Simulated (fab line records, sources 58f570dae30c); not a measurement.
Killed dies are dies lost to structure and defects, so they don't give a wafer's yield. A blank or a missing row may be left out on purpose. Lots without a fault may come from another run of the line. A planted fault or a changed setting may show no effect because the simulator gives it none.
fab line records | flow berkeley_cmos170
record lots=14 wafers=42 last_day=12
route steps=331 shown PWELL@50 WELLDRIVE@56 ACTIVE@77 PFIELD@85
lots that met no fault: from a run of the same line without faults
start_h: hours from the record's first day to the start of the lot's first wafer shown | wait_h: hours since the lot's step before | " the same as in the row above | L1.1+2: a row that stands for several wafers | - no value, or no start given | * or withheld: withheld | < > ~ a bound
route shown NAME@n: a module of which the file shows steps, and the number in the route of the first | usual: mean/standard deviation of fault-free wafers | same: alike in all rows | chamber/n: place in a boat | sites: the reading at each site | _std_site: their standard deviation | _edge_site: outer sites' mean less inner sites' | radius_mm: how far each site lies from the wafer's centre | mask NAME#n: copy n | behind: the tool/chamber that last shaped the wafer | hold: why the lot was held/for how many hours/how that ended | device: the transistor (n, p or np) that didn't switch | end of line: the same wafers' tests at the end of the route | a step without rows: its recipe alone | killed: dies lost to structure and defects at the first sort, not the wafer's yield | map: a wafer's dies, x killed, . not, _ none there
set.NAME: the setting as run; set.NAME@STEP: as run at that earlier step | model.NAME: the simulator's own value behind a step, which no gauge read
steps of the route over a sample of lots; a table a step, a row a wafer
services: from which hour (start_h, from the record's first day; less than 0 if before it) a tool's chamber was out of use, for how many hours, and why
## steps
# step UCB170_PWELL_STRIP_16
# recipe chemistry=O2 power_w=400 pressure_mtorr=3500 platen_temp_c=withheld o2_flow_sccm=400 overash_fraction=0.5
# usual drypump_motor_current_A=6.0/0.37 oes_product_au=0.720/0.0045 strip_time_to_endpoint_s=18.09/0.12
# columns lot.wafer tool chamber start_h wait_h drypump_motor_current_A oes_product_au rf_hours_counter_h strip_time_to_endpoint_s
L170.1 plasma_asher-03 1 52.87 0.1 6.7 0.722 22 18.03
L170.3 " 0 " " 5.9 0.726 - 18.10
L170.6 " 0 " " 5.9 0.721 - 17.97
L171.2 plasma_asher-03 0 59.25 0.2 5.9 0.717 24 18.31
L171.4 " 1 " " 6.8 0.719 - 18.31
L171.6 " 1 " " 6.7 0.717 - 18.10
L172.1 plasma_asher-04 1 59.40 0.1 5.7 0.730 35 17.92
L172.4 " 0 " " 5.8 0.722 - 18.04
L172.6 " 0 " " 5.8 0.722 - 18.04
L173.2 plasma_asher-03 1 67.17 0.1 6.7 0.722 25 18.08
L173.4 " 0 " " 6.0 0.721 - 18.18
L173.5 " 1 " " 6.8 0.714 - 18.18
L174.1 plasma_asher-04 0 76.74 0.1 5.8 0.719 37 18.31
L174.5 " 1 " " 5.7 0.719 - 18.08
L174.6 " 0 " " 5.8 0.723 - 18.26
L175.3 plasma_asher-01 0 77.07 0.1 6.2 0.721 - 18.15
L175.5 " 0 " " 6.2 0.714 - 18.03
L175.6 " 1 " " 5.6 0.721 - 17.89
L184.1 plasma_asher-03 1 134.55 0.1 6.7 0.716 32 18.33
L184.5 " 0 " " 5.9 0.716 - 18.26
L184.6 " 1 " " 6.7 0.727 - 18.07
L185.2 plasma_asher-01 0 135.07 0.1 6.3 0.717 2 18.05
L185.3 " 0 " " 6.2 0.723 - 18.07
L185.4 " 1 " " 5.7 0.716 - 18.11
L186.1 plasma_asher-04 1 135.28 0.1 5.7 0.724 44 18.08
L186.2 " 0 " " 5.8 0.718 44 18.08
L186.6 " 1 " " 5.8 0.729 - 18.26
L187.3 plasma_asher-04 1 149.44 0.1 5.7 0.715 - 18.02
L187.4 " 0 " " 5.8 0.719 - 18.10
L187.6 " 1 " " 5.7 0.720 - 18.11
L188.3 plasma_asher-01 1 149.49 0.1 5.6 0.725 - 18.05
L188.4 " 0 " " 6.3 0.727 - 17.95
L188.5 " 1 " " 5.7 0.726 - 18.12
L190.1 plasma_asher-01 1 160.17 0.1 5.6 0.716 4 18.35
L190.4 " 1 " " 5.6 0.723 - 18.41
L190.5 " 1 " " 5.6 0.719 - 18.11
L191.2 plasma_asher-04 0 169.29 0.1 5.8 0.720 48 18.10
L191.4 " 1 " " 5.7 0.711 - 18.02
L191.6 " 1 " " 5.7 0.716 - 18.07
L192.1 plasma_asher-03 1 169.86 0.1 6.7 0.720 36 18.14
L192.4 " 1 " " 6.7 0.719 - 18.21
L192.5 " 1 " " 6.7 0.717 - 18.08
# step UCB170_WELLDRIVE_OXIDATION_01
# recipe temp_c=1100 ambient=O2 target_thk_a=1990 ox_time_s=9000
# usual ox_temp_c=1100.0/0.5 ox_temp_c_max=1104.8/2.9 tube_center_temp_C_max=1102.9/0.49
# columns lot.wafer tool chamber start_h wait_h ox_temp_c ox_temp_c_max tube_center_temp_C_max
L170.1 furnace-02 0 61.65 4.2 1100.2 1102.4 1103.4
L170.3 " 0 " " 1100.5 1104.1 1102.7
L170.6 " 0 " " 1099.9 1102.1 1102.9
L171.2 furnace-04 0 66.78 2.8 1099.9 1110.5 1102.8
L171.4 " 0 " " 1099.8 1108.8 1103.4
L171.6 " 0 " " 1099.4 1107.6 1103.1
L172.1 furnace-04 0 66.78 1.5 1100.3 1109.7 1102.9
L172.4 " 0 " " 1099.8 1112.7 1103.0
L172.6 " 0 " " 1100.4 1108.4 1103.5
L173.2 furnace-04 0 77.45 4.9 1099.7 1107.5 1103.3
L173.4 " 0 " " 1099.7 1111.1 1102.9
L173.5 " 0 " " 1099.9 1108.3 1102.3
L174.1 furnace-04 - 86.38 5.1 - - -
L174.5 " - " " - - -
L174.6 " - " " - - -
L175.3 furnace-04 - 86.38 4.8 - - -
L175.5 " - " " - - -
L175.6 " - " " - - -
L184.1 furnace-01 0 144.51 4.3 1100.0 1103.2 1103.6
L184.5 " 0 " " 1099.7 1103.3 1103.1
L184.6 " 0 " " 1099.7 1103.7 1103.8
L185.2 furnace-01 0 144.51 4.3 1100.6 1103.3 1103.3
L185.3 " 0 " " 1099.5 1103.3 1104.0
L185.4 " 0 " " 1099.7 1103.6 1103.1
L186.1 furnace-01 0 144.51 3.8 1100.0 1104.3 1103.0
L186.2 " 0 " " 1099.3 1102.4 1102.5
L186.6 " 0 " " 1099.7 1103.5 1103.3
L187.3 furnace-02 0 158.97 4.9 1100.7 1103.7 1102.8
L187.4 " 0 " " 1100.6 1103.8 1102.6
L187.6 " 0 " " 1100.7 1103.0 1103.2
L188.3 furnace-02 0 158.97 1.8 1100.8 1103.0 1102.3
L188.4 " 0 " " 1100.0 1102.1 1103.1
L188.5 " 0 " " 1100.3 1103.1 1102.4
L190.1 furnace-02 0 169.73 5.0 1099.6 1102.6 1102.4
L190.4 " 0 " " 1100.4 1102.6 1102.3
L190.5 " 0 " " 1099.7 1101.9 1102.2
L191.2 furnace-02 0 179.08 4.3 1100.2 1103.4 1102.3
L191.4 " 0 " " 1100.1 1102.1 1103.0
L191.6 " 0 " " 1100.2 1102.5 1103.1
L192.1 furnace-02 0 179.08 2.7 1100.0 1102.6 1102.7
L192.4 " 0 " " 1099.7 1103.1 1102.4
L192.5 " 0 " " 1100.5 1103.4 1102.6
# step UCB170_ACTIVE_CD_MEAS_90
# recipe target_cd_nm=1200
# usual cd_nm=1199.9/1.8
# columns lot.wafer tool chamber start_h wait_h cd_nm
L170.1 cd_sem-02 - 86.55 0.1 1202.9
L170.3 " - " " 1201.6
L170.6 " - " " 1202.4
L171.2 cd_sem-01 - 96.76 0.1 1199.4
L171.4 " - " " 1200.3
L171.6 " - " " 1199.2
L172.1 cd_sem-01 - 96.86 0.1 1198.7
L172.4 " - " " 1199.8
L172.6 " - " " 1200.0
L173.2 cd_sem-02 - 105.37 0.1 1197.3
L173.4 " - " " 1197.1
L173.5 " - " " 1197.4
L184.1 cd_sem-01 - 171.08 0.1 1199.4
L184.5 " - " " 1201.3
L184.6 " - " " 1198.2
L186.1 cd_sem-02 - 171.32 0.1 1196.6
L186.2 " - " " 1196.9
L186.6 " - " " 1197.9
L185.2 cd_sem-02 - 171.52 0.1 1200.8
L185.3 " - " " 1200.3
L185.4 " - " " 1199.9
L188.3 cd_sem-01 - 187.36 0.3 1200.5
L188.4 " - " " 1200.9
L188.5 " - " " 1203.2
L187.3 cd_sem-01 - 187.90 0.1 1200.3
L187.4 " - " " 1200.1
L187.6 " - " " 1200.8
L190.1 cd_sem-02 - 192.05 0.1 1200.8
L190.4 " - " " 1200.9
L190.5 " - " " 1199.3
L192.1 cd_sem-01 - 200.79 0.1 1200.9
L192.4 " - " " 1200.9
L192.5 " - " " 1200.7
L191.2 cd_sem-02 - 201.21 0.1 1197.9
L191.4 " - " " 1198.3
L191.6 " - " " 1198.1
# step UCB170_PFIELD_OVL_MEAS_06
# usual PFIELD_OVL=3/6
# columns lot.wafer tool chamber start_h wait_h PFIELD_OVL[nm]
L170.1 overlay-02 - 88.61 - 7
L170.3 " - " " 10
L170.6 " - " " 6
L171.2 overlay-02 - 98.78 - 8
L171.4 " - " " 11
L171.6 " - " " 4
L172.1 overlay-01 - 99.05 - 1
L172.4 " - " " -4
L172.6 " - " " -3
L173.2 overlay-01 - 106.83 - 2
L173.4 " - " " 5
L173.5 " - " " 11
L184.1 overlay-02 - 173.40 - -3
L184.5 " - " " -9
L184.6 " - " " -4
L186.1 overlay-01 - 173.58 - 6
L186.2 " - " " -1
L186.6 " - " " 1
L185.2 overlay-02 - 175.10 - 10
L185.3 " - " " 15
L185.4 " - " " 11
L188.3 overlay-01 - 189.11 - 7
L188.4 " - " " 4
L188.5 " - " " 6
L187.3 overlay-02 - 189.32 - 3
L187.4 " - " " 0
L187.6 " - " " -1
L190.1 overlay-01 - 193.87 - -6
L190.4 " - " " -7
L190.5 " - " " 3
L192.1 overlay-02 - 202.25 - 13
L192.4 " - " " 5
L192.5 " - " " 5
L191.2 overlay-02 - 202.73 - 1
L191.4 " - " " 7
L191.6 " - " " 5
## services
# columns tool chamber start_h hours kind
plasma_asher-01 - 54.69 5.8 repair
furnace-01 - 72.23 4.0 pm
furnace-02 - 83.13 3.5 pm
furnace-02 - 87.36 1.9 repair
plasma_asher-01 - 108.83 9.0 pm
plasma_asher-01 0 108.83 9.0 vent_cycle
plasma_asher-01 1 108.83 9.0 vent_cycle
plasma_asher-01 0 117.83 - clean
plasma_asher-01 1 117.83 - clean
furnace-04 - 123.20 2.6 pm
plasma_asher-04 - 136.13 3.3 repair
plasma_asher-01 - 137.47 6.2 repair
furnace-04 - 167.60 8.1 pm
## key
first_sign step=UCB170_WELLDRIVE_OXIDATION_01 reading=tool_record direction=missing
effect none on later readings
met_at UCB170_WELLDRIVE_OXIDATION_01
struck_lots L174,L175
later_rows_left_out L174.1,L174.5,L174.6,L175.3,L175.5,L175.6
sort_left_out L174.1,L174.5,L174.6,L175.3,L175.5,L175.6
tester_left_out L174,L175
not_acting_at UCB170_PWELL_STRIP_16,UCB170_ACTIVE_CD_MEAS_90,UCB170_PFIELD_OVL_MEAS_06
onset_between 77.45 86.38
fault kind=skipped_step_whole tool=furnace-04 chamber=- onset_h=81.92 steps=UCB170_WELLDRIVE_OXIDATION_01 scope=struck_lots_only
# tester_left_out: of these lots the tester's yield and bins aren't shown, on N5 and GAA mostly nor the transistor test; their killed dies are dies lost to structure and defects alone, not to doping, threshold or leakage, so they don't give the yield
# sort_left_out: the simulated sort isn't trusted on such a fault, so these wafers' sort isn't shown, and their yield isn't known
# later_rows_left_out: the simulator's readings of these wafers behind a module that went badly wrong aren't trusted and aren't shown, but for the sort
